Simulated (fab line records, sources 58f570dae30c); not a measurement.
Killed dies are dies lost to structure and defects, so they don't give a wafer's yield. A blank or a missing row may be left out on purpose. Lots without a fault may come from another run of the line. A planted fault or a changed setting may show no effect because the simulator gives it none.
Which tool did it? | flow berkeley_cmos170 | 14 lots, 42 wafers sampled, at 4 steps of a route of 331

WHAT THE GAUGES READ, wafer by wafer
UCB170_NWELL_THK_MEAS_02. Usual: NWELL_OXIDE_THK 27.0 nm, standard deviation 0.58.
lot  | measured    | on            | NWELL_OXIDE_THK (nm) | flag
L551 | day 2 18:49 | film_metro-02 | 27.2 27.0 27.6       |
L553 | day 3 01:16 | film_metro-01 | 26.9 27.3 28.0       |
L554 | day 3 04:26 | film_metro-03 | 26.1 26.8 26.6       |
L555 | day 3 08:47 | film_metro-02 | 26.9 26.8 27.3       |
L556 | day 3 15:13 | film_metro-02 | 26.6 26.7 26.8       |
L557 | day 3 20:03 | film_metro-01 | 26.8 27.3 27.3       |
L558 | day 4 04:23 | film_metro-03 | 28.0 28.0 28.0       |
L559 | day 4 04:23 | film_metro-01 | 28.1 27.7 28.0       |
L560 | day 4 12:14 | film_metro-03 | 27.6 27.3 27.6       |
L568 | day 6 07:32 | film_metro-01 | 27.3 27.1 26.9       |
L569 | day 6 07:32 | film_metro-03 | 26.8 27.0 26.8       |
L570 | day 6 21:01 | film_metro-01 | 26.8 26.6 26.6       |
L571 | day 6 21:03 | film_metro-02 | 27.0 26.9 26.4       |
L572 | day 7 08:42 | film_metro-01 | 27.5 27.4 28.1       |

UCB170_WELLDRIVE_THK_MEAS_02. Usual: WELLDRIVE_OXIDE_THK 198 nm, standard deviation 3.4.
lot  | measured    | on            | WELLDRIVE_OXIDE_THK (nm) | flag
L551 | day 4 13:45 | film_metro-03 | 198 198 195              |
L553 | day 4 20:24 | film_metro-03 | 195 194 198              |
L554 | day 4 20:25 | film_metro-04 | 196 198 196              |
L555 | day 5 08:36 | film_metro-04 | 196 196 197              |
L556 | day 5 08:36 | film_metro-01 | 197 200 199              |
L557 | day 5 15:36 | film_metro-04 | 196 197 193              |
L558 | day 5 22:38 | film_metro-01 | 200 200 200              |
L559 | day 5 22:38 | film_metro-03 | 196 197 201              |
L560 | day 6 09:11 | film_metro-01 | 201 198 197              |
L568 | day 8 14:44 | film_metro-01 | 201 196 199              |
L569 | day 8 14:44 | film_metro-03 | 195 194 198              |
L570 | day 8 22:14 | film_metro-04 | 194 196 197              |
L571 | day 8 22:16 | film_metro-01 | 201 199 199              |
L572 | day 9 10:26 | film_metro-04 | 195 199 200              |

UCB170_FIELD_THK_MEAS_91. Usual: FIELD_OXIDE_LEFT_2_THK 352 nm, standard deviation 11.
lot  | measured     | on            | FIELD_OXIDE_LEFT_2_THK (nm) | flag
L551 | day 7 16:37  | film_metro-04 | 358 355 356                 |
L553 | day 7 16:41  | film_metro-01 | 343 338 343                 |
L554 | day 7 16:38  | film_metro-02 | 330 333 321                 |
L555 | day 8 04:01  | film_metro-04 | 355 347 347                 |
L556 | day 8 04:05  | film_metro-01 | 354 368 360                 |
L557 | day 8 14:56  | film_metro-01 | 340 340 331                 |
L558 | day 9 00:47  | film_metro-04 | 406 401 403                 | OFF
L559 | day 9 01:02  | film_metro-01 | 386 394 394                 | OFF
L560 | day 9 11:14  | film_metro-01 | 358 350 349                 |
L568 | day 11 04:41 | film_metro-04 | 357 359 353                 |
L569 | day 11 04:44 | film_metro-01 | 350 353 357                 |
L570 | day 11 11:53 | film_metro-02 | 363 353 358                 |
L571 | day 11 12:02 | film_metro-02 | 348 347 351                 |
L572 | day 12 00:47 | film_metro-04 | 329 331 334                 |

WHICH TOOL RAN EACH LOT (tool, then ch and the chambers of the sampled wafers, then the start)
lot  | UCB170_GATE_WET_ETCH_00
L551 | wet_bench-01 ch 0, day 7 16:34
L553 | wet_bench-01 ch 3, day 7 16:37
L554 | wet_bench-01 ch 3, day 7 16:34
L555 | wet_bench-01 ch 3, day 8 03:56
L556 | wet_bench-01 ch 2, day 8 04:01
L557 | wet_bench-01 ch 0, day 8 14:52
L558 | wet_bench-01 ch 2, day 9 00:43
L559 | wet_bench-01 ch 2, day 9 00:58
L560 | wet_bench-03 ch 3, day 9 11:11
L568 | wet_bench-01 ch 1, day 11 04:37
L569 | wet_bench-01 ch 0, day 11 04:37
L570 | wet_bench-01 ch 0, day 11 11:49
L571 | wet_bench-01 ch 3, day 11 11:57
L572 | wet_bench-01 ch 3, day 12 00:42
- UCB170_GATE_WET_ETCH_00: etches SiO2 in dHF, time 200 s.

WHAT THE TOOLS THEMSELVES READ (means of the sampled wafers that have a number; where no wafer has one, the mark that the record gives instead)
UCB170_GATE_WET_ETCH_00. Usual: bath_heat_duty_pct 5.9 %, standard deviation 1; run_length_s 227.1 s, standard deviation 0.68.
lot  | tool         | bath_heat_duty_pct (%) | run_length_s (s) | flag
L551 | wet_bench-01 | 4.6                    | 227.9            |
L553 | wet_bench-01 | 5.8                    | 227.1            |
L554 | wet_bench-01 | 6.1                    | 228.2            |
L555 | wet_bench-01 | 5.9                    | 226.8            |
L556 | wet_bench-01 | 5.6                    | 227.1            |
L557 | wet_bench-01 | 5.2                    | 226.6            |
L558 | wet_bench-01 | -                      | -                | OFF
L559 | wet_bench-01 | -                      | -                | OFF
L560 | wet_bench-03 | 5.8                    | 226.0            |
L568 | wet_bench-01 | 8.2                    | 227.6            |
L569 | wet_bench-01 | 5.0                    | 228.1            |
L570 | wet_bench-01 | 4.8                    | 227.2            |
L571 | wet_bench-01 | 6.1                    | 227.6            |
L572 | wet_bench-01 | 6.3                    | 226.6            |

THE ANSWER, worked out from the rows above alone
Rule: a lot is off if the mean of its wafers that have a number lies more than 3 standard deviations from the usual mean. A lot without any number at a reading at which 4 lots or more have one is off too. The other lots that the step has rows for count as sound. The gauges are gone through in route order, then the tools' own readings, and for those a lot's mean is taken as printed above. The first step at which some lot is off is used, and at that step the reading that is off furthest; a lot without a number counts as furthest.
Off: L558, L559, at UCB170_FIELD_THK_MEAS_91 (FIELD_OXIDE_LEFT_2_THK).
A tool fits if, at a process step before that reading, it ran every lot that is off, and no sound lot after the first of them. The gauges at UCB170_FIELD_THK_MEAS_91 aren't tried: what is off there is off at UCB170_GATE_WET_ETCH_00 too, on other tools, and a gauge's error can't cause that. None of those tried fits.

WHAT THE SIMULATOR HAD PUT IN
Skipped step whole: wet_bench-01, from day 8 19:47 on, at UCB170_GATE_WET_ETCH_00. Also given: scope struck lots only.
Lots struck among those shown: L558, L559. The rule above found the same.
